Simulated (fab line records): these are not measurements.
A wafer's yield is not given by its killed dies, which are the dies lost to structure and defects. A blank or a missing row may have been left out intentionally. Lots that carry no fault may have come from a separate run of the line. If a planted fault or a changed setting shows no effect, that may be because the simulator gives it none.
A lot that was struck, set against a sound lot | flow berkeley-cmos170 | 26 out of 331 route steps
Sound: these wafers, L939.3, L939.5, L939.6. Wafers struck: L943.1, L943.2, L943.3. Last of all comes the cause.
For every step that has rows: the tool of each side, followed by ch and its chambers, followed by its first start. Under that, the readings that differ: sound wafers | struck wafers | difference of the means | sigmas: that difference in standard deviations of wafers without a fault.
alike: same words and numbers on both sides, and readings whose means sit less than 2 such deviations apart. not compared: any withheld reading, any reading some wafer has no value for, any bound like >300 that may hide the same value, and any number with overlapping values for which the record gives no deviation.
A row with sigmas, a row that says differs or no value, or rows on one side alone: a step with any of these is where the two part. Numbers that have no deviation but don't overlap get no sigmas and don't part them. A reading missing from all wafers of one side parts the sides only when that side holds two or more wafers.

first, 2 steps without rows for these wafers: UCB170_SCREENOX_WET_ETCH_00 (etches SiO2 in dHF, time 200 s); UCB170_SCREENOX_OXIDATION_01 (target thk 14.4 nm, ox time 2400 s).
UCB170_SCREENOX_THK_MEAS_02:
  sound: film-metro-04 at day 6 21:36; struck: film-metro-03 at day 6 21:35
  alike: SCREENOX_OXIDE_THK
then, 7 steps without rows for these wafers: UCB170_SCREENOX_ANNEAL_03 (time 900 s); UCB170_NVT_HMDS_00 (prime time 60 s); UCB170_NVT_COAT_01 (resist thk 900 nm); UCB170_NVT_SOFTBAKE_02 (time 60 s); UCB170_NVT_EXPOSE_03 (exposes mask PWELL, target cd 3000 nm); UCB170_NVT_PEB_04; UCB170_NVT_DEVELOP_05 (develop time 45 s).
UCB170_NVT_OVL_MEAS_06:
  sound: overlay-02 at day 7 02:27; struck: overlay-01 at day 7 02:50
  alike: NVT_OVL
following that, these wafers have no rows for 1 step: UCB170_NVT_IMPLANT_07.
UCB170_NVT_STRIP_08: strips in O2.
  sound on plasma-asher-01 ch 0,1, day 7 02:39; struck on plasma-asher-02 ch 0,1, day 7 03:02
  no value came back on the struck wafers for chamber-pressure-mTorr (mTorr), drypump-motor-current-A (A), oes-product-au (a.u.), strip-time-to-endpoint-s (s); on the sound wafers chamber-pressure-mTorr (mTorr) reads 3497 3498 3496
  reading                              | sound | struck          | difference | sigmas
  model.KrF_of_NVT_COAT_01.thk-nm (nm) | 0 0 0 | 877 876.8 873.1 | +876       |
  not compared: rf-hours-counter-h
UCB170_NVT_TW_MEAS_09:
  sound: film-metro-02 at day 7 02:44; struck: film-metro-02 at day 7 03:08
  alike: NVT_TW
then, 7 steps without rows for these wafers: UCB170_NVT_CLEAN_10 (cleans in SPM, time 600 s); UCB170_PVT_HMDS_00 (prime time 60 s); UCB170_PVT_COAT_01 (resist thk 900 nm); UCB170_PVT_SOFTBAKE_02 (time 60 s); UCB170_PVT_EXPOSE_03 (exposes mask NWELL, target cd 3000 nm); UCB170_PVT_PEB_04; UCB170_PVT_DEVELOP_05 (develop time 45 s).
UCB170_PVT_OVL_MEAS_06:
  sound: overlay-02 at day 7 05:22; struck: overlay-02 at day 7 05:40
  alike: PVT_OVL
following that, these wafers have no rows for 1 step: UCB170_PVT_IMPLANT_07.
UCB170_PVT_STRIP_08: strips in O2.
  sound on plasma-asher-03 ch 0,1, day 7 05:34; struck on plasma-asher-04 ch 0,1, day 7 05:51
  reading                      | sound             | struck            | difference | sigmas
  strip-time-to-endpoint-s (s) | 21.64 21.71 21.67 | 47.55 47.56 47.49 | +25.86     | +99 or more
  alike: chamber-pressure-mTorr, drypump-motor-current-A, oes-product-au
  not compared: rf-hours-counter-h
UCB170_PVT_TW_MEAS_09:
  sound: film-metro-04 at day 7 05:39; struck: film-metro-02 at day 7 05:57
  reading | sound       | struck   | difference | sigmas
  PVT_TW  | 516 520 518 | 29 29 29 | -489       | -53
then, 1 step without rows for these wafers: UCB170_GATE_WET_ETCH_00 (etches SiO2 in dHF, time 200 s).

== WHERE THEY PART ==
Last at UCB170_PVT_TW_MEAS_09 as far as this record goes, first at UCB170_NVT_STRIP_08.

WHY: whatever the simulator had introduced
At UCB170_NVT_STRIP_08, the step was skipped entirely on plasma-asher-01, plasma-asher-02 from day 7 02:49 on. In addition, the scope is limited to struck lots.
